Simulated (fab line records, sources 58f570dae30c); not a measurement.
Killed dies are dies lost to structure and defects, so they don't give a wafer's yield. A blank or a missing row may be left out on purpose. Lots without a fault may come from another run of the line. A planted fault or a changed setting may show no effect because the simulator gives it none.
fab line records | flow berkeley_cmos170
record lots=3 wafers=15
route steps=331 shown ZERO@7 ACTIVE@65 GATE@130 NLDD@166 NSD@196
start_h: hours from the record's first day to the start of the lot's first wafer shown | wait_h: hours since the lot's step before | " the same as in the row above | L1.1+2: a row that stands for several wafers | - no value, or no start given | * or withheld: withheld | < > ~ a bound
route shown NAME@n: a module of which the file shows steps, and the number in the route of the first | usual: mean/standard deviation of fault-free wafers | same: alike in all rows | chamber/n: place in a boat | sites: the reading at each site | _std_site: their standard deviation | _edge_site: outer sites' mean less inner sites' | radius_mm: how far each site lies from the wafer's centre | mask NAME#n: copy n | behind: the tool/chamber that last shaped the wafer | hold: why the lot was held/for how many hours/how that ended | device: the transistor (n, p or np) that didn't switch | end of line: the same wafers' tests at the end of the route | a step without rows: its recipe alone | killed: dies lost to structure and defects at the first sort, not the wafer's yield | map: a wafer's dies, x killed, . not, _ none there
set.NAME: the setting as run; set.NAME@STEP: as run at that earlier step | model.NAME: the simulator's own value behind a step, which no gauge read
lots whose settings were changed on purpose; a table a step, a row a wafer
## steps
# step UCB170_ZERO_COAT_01
# recipe resist=KrF spin_rpm=1500 resist_thk_nm=900
# columns lot.wafer tool chamber start_h wait_h set.spin_rpm
L076.1+2+3+4+5+6 litho_track-04 0 30.60 0.1 1500
L081.2+4+5 litho_track-03 0 49.94 0.1 1500
L085.1+2+3 litho_track-03 0 75.37 0.1 1548
L085.4+5+6 " 0 " " 1500
# step UCB170_ZERO_STRIP_07
# recipe chemistry=O2 power_w=400 pressure_mtorr=3500 platen_temp_c=withheld o2_flow_sccm=400 overash_fraction=0.5
# usual strip_time_to_endpoint_s=21.51/0.051
# columns lot.wafer tool chamber start_h wait_h set.o2_flow_sccm set.spin_rpm@ZERO_COAT_01 strip_time_to_endpoint_s
L076.1 plasma_asher-04 0 31.65 0.0 448.3 1500 21.14
L076.2 " 1 " " 448.3 1500 21.09
L076.3 " 0 " " 400 1500 21.52
L076.4 " 1 " " 448.3 1500 21.17
L076.5 " 0 " " 400 1500 21.47
L076.6 " 1 " " 400 1500 21.39
L081.2 plasma_asher-04 0 51.05 0.0 400 1500 21.49
L081.4 " 1 " " 400 1500 21.43
L081.5 " 0 " " 400 1500 21.45
L085.1 plasma_asher-04 0 76.43 0.0 400 1548 21.24
L085.2 " 1 " " 428.5 1548 21.06
L085.3 " 1 " " 400 1548 21.24
L085.4 " 0 " " 428.5 1500 21.37
L085.5 " 0 " " 428.5 1500 21.35
L085.6 " 1 " " 400 1500 21.53
# step UCB170_ACTIVE_CVD_05
# recipe material=Si3N4 target_thk_nm=220 temp_c=800 precursor=SiH2Cl2/NH3 time_s=3300 pressure_mtorr=200 sih2cl2_flow_sccm=25 nh3_flow_sccm=75
# columns lot.wafer tool chamber start_h wait_h set.sih2cl2_flow_sccm model.Si3N4_of_ACTIVE_CVD_05.thk_nm
L076.1+2 - - - 1.6 23.07 213.7
L076.3 " - " " 23.07 213.4
L076.4 " - " " 23.07 210.6
L076.5 " - " " 23.07 212.5
L076.6 " - " " 23.07 212.9
L081.2 lpcvd-02 0 100.27 0.0 25 221.5
L081.4 " 0 " " 25 222.6
L081.5 " 0 " " 25 222.1
L085.1 - - - 0.2 26.55 224
L085.2 " - " " 26.55 224.1
L085.3 " - " " 26.55 224.5
L085.4 " - " " 26.55 225
L085.5 " - " " 26.55 223.9
L085.6 " - " " 26.55 223.7
# step UCB170_ACTIVE_THK_MEAS_06
# recipe reads=Si3N4_of_ACTIVE_CVD_05
# usual ACTIVE_NITRIDE_THK=220.2/1.9
# columns lot.wafer tool chamber start_h wait_h set.sih2cl2_flow_sccm@ACTIVE_CVD_05 ACTIVE_NITRIDE_THK[nm]
L076.1 film_metro-03 - - - 23.07 213.8
L076.2 " - " " 23.07 213.9
L076.3 " - " " 23.07 213.5
L076.4 " - " " 23.07 210.5
L076.5 " - " " 23.07 212.4
L076.6 " - " " 23.07 213.0
L081.2 film_metro-01 - 102.19 0.0 25 221.5
L081.4 " - " " 25 222.5
L081.5 " - " " 25 222.0
L085.1 film_metro-02 - - - 26.55 224.2
L085.2 " - " " 26.55 224.2
L085.3 " - " " 26.55 224.4
L085.4 " - " " 26.55 225.0
L085.5 " - " " 26.55 224.0
L085.6 " - " " 26.55 223.5
# step UCB170_GATE_CVD_04
# recipe material=poly-Si temp_c=610 precursor=SiH4 time_s=1440 pressure_mtorr=375 target_thk_nm=214 sih4_flow_sccm=120
# columns lot.wafer tool chamber start_h wait_h set.temp_c model.poly-Si_of_GATE_CVD_04.thk_nm
L076.1 - - - 0.5 619.9 272.3
L076.2 " - " " 619.9 271.7
L076.3+4 " - " " 619.9 271.4
L076.5 " - " " 619.9 272.6
L076.6 " - " " 619.9 273
L081.2 lpcvd-02 0 144.13 0.0 610 214.6
L081.4 " 0 " " 610 213.3
L081.5 " 0 " " 610 213.6
L085.1 - - - 0.0 626 313.8
L085.2 " - " " 626 312.7
L085.3 " - " " 626 312.1
L085.4 " - " " 626 311.7
L085.5 " - " " 626 312.6
L085.6 " - " " 626 313
# step UCB170_GATE_THK_MEAS_05
# recipe reads=poly-Si_of_GATE_CVD_04
# usual GATE_POLY_THK=213.9/1.6
# columns lot.wafer tool chamber start_h wait_h set.temp_c@GATE_CVD_04 GATE_POLY_THK[nm]
L076.1 film_metro-04 - - - 619.9 272.5
L076.2 " - " " 619.9 271.6
L076.3 " - " " 619.9 271.5
L076.4 " - " " 619.9 271.6
L076.5 " - " " 619.9 272.9
L076.6 " - " " 619.9 273.0
L081.2 film_metro-01 - 145.54 0.0 610 214.8
L081.4 " - " " 610 213.2
L081.5 " - " " 610 213.6
L085.1 film_metro-03 - - - 626 314.2
L085.2 " - " " 626 312.7
L085.3 " - " " 626 312.3
L085.4 " - " " 626 311.7
L085.5 " - " " 626 312.8
L085.6 " - " " 626 313.4
# step UCB170_GATE_PEB_10
# recipe peb_temp_c=130 peb_time_s=withheld resist=KrF
# columns lot.wafer tool chamber start_h wait_h set.peb_temp_c
L076.1+3+4 litho_track-01 0 142.12 0.6 128.4
L076.2+5+6 " 0 " " 130
L081.2+4+5 litho_track-04 0 146.96 0.6 130
L085.1+2+3 litho_track-02 0 173.92 0.4 130
L085.4+5+6 " 0 " " 132.3
# step UCB170_GATE_DEVELOP_11
# recipe developer=TMAH develop_time_s=45 resist=KrF dev_temp_c=21
# step UCB170_GATE_CD_MEAS_12
# recipe target_cd_nm=350
# usual cd_nm=349.8/1.5
# columns lot.wafer tool chamber start_h wait_h set.peb_temp_c@GATE_PEB_10 cd_nm
L076.1 cd_sem-02 - 142.39 - 128.4 361.5
L076.2 " - " " 130 349.1
L076.3 " - " " 128.4 359.9
L076.4 " - " " 128.4 361.0
L076.5 " - " " 130 349.0
L076.6 " - " " 130 350.4
L081.2 cd_sem-01 - 147.23 - 130 350.5
L081.4 " - " " 130 350.5
L081.5 " - " " 130 349.2
L085.1 cd_sem-01 - 174.20 - 130 352.7
L085.2 " - " " 130 351.9
L085.3 " - " " 130 351.2
L085.4 " - " " 132.3 339.5
L085.5 " - " " 132.3 338.1
L085.6 " - " " 132.3 338.5
# step UCB170_GATE_ETCH_14
# recipe chemistry=N2/H2 target_depth_a=withheld overetch_a=withheld target=BARC time_s=withheld source_w=500 bias_w=100 pressure_mtorr=30 n2_flow_sccm=100 h2_flow_sccm=200
# step UCB170_GATE_ETCH_15
# recipe chemistry=HBr/Cl2 target=poly-Si stop_on=SiO2 over_etch_frac=0.3 icp_w=300 bias_w=150 time_s=56.3 pressure_mtorr=15 HBr_flow_sccm=150 Cl2_flow_sccm=50 target_depth_a=2782
# columns lot.wafer tool chamber start_h wait_h set.peb_temp_c@GATE_PEB_10 model.GATE.cd_nm
L076.1 rie_si-01 3 142.59 - 128.4 359.1
L076.2 " 1 " " 130 349.2
L076.3 " 2 " " 128.4 359.2
L076.4 " 0 " " 128.4 359.7
L076.5 " 0 " " 130 347.7
L076.6 " 3 " " 130 349.7
L081.2 rie_si-01 3 147.41 - 130 350.6
L081.4 " 3 " " 130 350.2
L081.5 " 1 " " 130 349.4
L085.1 rie_si-01 1 174.39 - 130 354
L085.2 " 0 " " 130 351.3
L085.3 " 3 " " 130 350.7
L085.4 " 2 " " 132.3 338.1
L085.5 " 2 " " 132.3 337.5
L085.6 " 1 " " 132.3 338.7
# step UCB170_GATE_STRIP_16
# recipe chemistry=O2 power_w=400 pressure_mtorr=3500 platen_temp_c=withheld o2_flow_sccm=400 overash_fraction=0.5
# step UCB170_GATE_CD_MEAS_90
# recipe target_cd_nm=350
# usual cd_nm=349.6/1.8
# columns lot.wafer tool chamber start_h wait_h set.peb_temp_c@GATE_PEB_10 cd_nm
L076.1 cd_sem-02 - 142.74 0.1 128.4 359.1
L076.2 " - " " 130 349.2
L076.3 " - " " 128.4 359.7
L076.4 " - " " 128.4 359.5
L076.5 " - " " 130 347.5
L076.6 " - " " 130 350.0
L081.2 cd_sem-01 - 147.61 0.1 130 350.3
L081.4 " - " " 130 350.2
L081.5 " - " " 130 349.7
L085.1 cd_sem-01 - 174.54 0.1 130 353.9
L085.2 " - " " 130 351.5
L085.3 " - " " 130 350.7
L085.4 " - " " 132.3 338.0
L085.5 " - " " 132.3 337.5
L085.6 " - " " 132.3 338.8
# step UCB170_NLDD_IMPLANT_08
# recipe species=As dose_cm2=5e+13 energy_kev=30 tilt_deg=7 rotation_deg=0
# columns lot.wafer tool chamber start_h wait_h set.tilt_deg
L076.1+3+6 implanter-03 0 147.62 0.0 7.536
L076.2+4+5 " 0 " " 7
L081.2+4+5 implanter-03 0 151.62 0.0 7
L085.1+2+5 implanter-03 0 180.78 0.0 7.818
L085.3+4+6 " 0 " " 7
# step UCB170_NSD_STRIP_09
# recipe chemistry=O2 power_w=400 pressure_mtorr=3500 platen_temp_c=withheld o2_flow_sccm=400 overash_fraction=0.5
# usual oes_product_au=0.533/0.0051 strip_time_to_endpoint_s=35.79/0.055
# columns lot.wafer tool chamber start_h wait_h set.power_w oes_product_au strip_time_to_endpoint_s
L076.1 plasma_asher-03 0 155.96 0.1 400 0.538 35.79
L076.2 " 1 " " 426.4 0.541 34.10
L076.3 " 0 " " 400 0.539 35.82
L076.4 " 1 " " 400 0.533 35.82
L076.5 " 0 " " 426.4 0.557 34.17
L076.6 " 1 " " 426.4 0.544 34.21
L081.2 plasma_asher-03 0 159.63 0.1 400 0.536 35.85
L081.4 " 1 " " 400 0.527 35.86
L081.5 " 0 " " 400 0.525 35.91
L085.1 plasma_asher-03 0 189.78 0.1 400 0.529 35.80
L085.2 " 1 " " 400 0.537 35.82
L085.3 " 0 " " 361.7 0.511 38.64
L085.4 " 1 " " 361.7 0.511 38.64
L085.5 " 0 " " 361.7 0.513 38.70
L085.6 " 1 " " 400 0.544 35.80
# step UCB170_NSD_CLEAN_11
# recipe chemistry=SPM temp_c=120 time_s=600
# step UCB170_SDANNEAL_RS_MEAS_05
# recipe thk_meas_gauge=four-point-probe
# usual NLDD_RS=616.2/1.5
# columns lot.wafer tool chamber start_h wait_h set.tilt_deg@NLDD_IMPLANT_08 NLDD_RS[ohm/sq]
L076.1 film_metro-03 - 157.89 0.1 7.536 619.6
L076.2 " - " " 7 616.4
L076.3 " - " " 7.536 621.4
L076.4 " - " " 7 618.8
L076.5 " - " " 7 617.9
L076.6 " - " " 7.536 620.6
L081.2 film_metro-01 - 161.25 0.1 7 617.9
L081.4 " - " " 7 615.5
L081.5 " - " " 7 617.9
L085.1 film_metro-01 - 192.65 0.1 7.818 618.7
L085.2 " - " " 7.818 620.2
L085.3 " - " " 7 615.2
L085.4 " - " " 7 615.8
L085.5 " - " " 7.818 619.4
L085.6 " - " " 7 615.2
## key
split step=UCB170_ZERO_COAT_01 setting=spin_rpm stated=1500 by=wafer
response step=UCB170_ZERO_STRIP_07 reading=strip_time_to_endpoint_s slope=* per=1% together_with=o2_flow_sccm@ZERO_STRIP_07 explained=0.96
split step=UCB170_ZERO_STRIP_07 setting=o2_flow_sccm stated=400 by=wafer
response step=UCB170_ZERO_STRIP_07 reading=strip_time_to_endpoint_s slope=* per=1% together_with=spin_rpm@ZERO_COAT_01 explained=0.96
split step=UCB170_ACTIVE_CVD_05 setting=sih2cl2_flow_sccm stated=25 by=lot
response step=UCB170_ACTIVE_CVD_05 reading=model.Si3N4_of_ACTIVE_CVD_05.thk_nm change=+0.829 per=1% r=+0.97
response step=UCB170_ACTIVE_THK_MEAS_06 reading=ACTIVE_NITRIDE_THK change=+0.825 per=1% r=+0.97
split step=UCB170_GATE_CVD_04 setting=temp_c stated=610 by=lot
response step=UCB170_GATE_CVD_04 reading=model.poly-Si_of_GATE_CVD_04.thk_nm change=+37.8 per=1% r=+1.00
response step=UCB170_GATE_THK_MEAS_05 reading=GATE_POLY_THK change=+37.8 per=1% r=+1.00
split step=UCB170_GATE_PEB_10 setting=peb_temp_c stated=130 by=wafer
response step=UCB170_GATE_CD_MEAS_12 reading=cd_nm change=-8.03 per=1% r=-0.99
response step=UCB170_GATE_ETCH_15 reading=model.GATE.cd_nm change=-8.08 per=1% r=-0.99
response step=UCB170_GATE_CD_MEAS_90 reading=cd_nm change=-8.09 per=1% r=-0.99
split step=UCB170_NLDD_IMPLANT_08 setting=tilt_deg stated=7 by=wafer
response step=UCB170_SDANNEAL_RS_MEAS_05 reading=NLDD_RS change=+0.355 per=1% r=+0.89
split step=UCB170_NSD_STRIP_09 setting=power_w stated=400 by=wafer
response step=UCB170_NSD_STRIP_09 reading=oes_product_au change=+0.00231 per=1% r=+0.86
response step=UCB170_NSD_STRIP_09 reading=strip_time_to_endpoint_s change=* per=1% r=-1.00
